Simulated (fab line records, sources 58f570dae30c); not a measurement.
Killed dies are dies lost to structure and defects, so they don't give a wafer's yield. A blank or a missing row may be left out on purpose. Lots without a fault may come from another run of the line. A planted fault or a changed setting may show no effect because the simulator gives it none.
Which tool did it? | flow berkeley_cmos170 | 7 lots, 21 wafers sampled, at 1 step of a route of 331

WHAT THE GAUGES READ, wafer by wafer
UCB170_CONTACT_THK_MEAS_02.
lot  | measured     | on            | CONTACT_PSG_THK (nm)
L857 | day 8 05:20  | film_metro-04 | 691 695 692
L858 | day 8 13:23  | film_metro-02 | 701 699 702
L861 | day 9 08:35  | film_metro-02 | 702 700 702
L871 | day 11 05:02 | film_metro-02 | 711 712 712
L874 | day 11 18:39 | film_metro-04 | 692 697 692
L879 | day 12 11:13 | film_metro-01 | 691 694 696
L878 | day 13 01:59 | film_metro-02 | 707 700 700

WHICH TOOL RAN EACH LOT (tool, then ch and the chambers of the sampled wafers, then the start)
The record holds no process step before these readings.

THE ANSWER, worked out from the rows above alone
Rule: what is usual is taken from the lots themselves. Put in order of their means at a reading, lots are off if they are a third of the lots or fewer, leave a main group of 4 or more, and stand apart from it by a gap of 3 or more times the standard deviation of the main group's means; of several such gaps the widest counts. A main group whose means are all the same, to the digits that the tables above print for the reading, isn't used. A lot without any number at a reading at which 4 lots or more have one is off too. The other lots that the step has rows for count as sound.
No lot is off at any reading shown: from this, nothing can be told.

WHAT THE SIMULATOR HAD PUT IN
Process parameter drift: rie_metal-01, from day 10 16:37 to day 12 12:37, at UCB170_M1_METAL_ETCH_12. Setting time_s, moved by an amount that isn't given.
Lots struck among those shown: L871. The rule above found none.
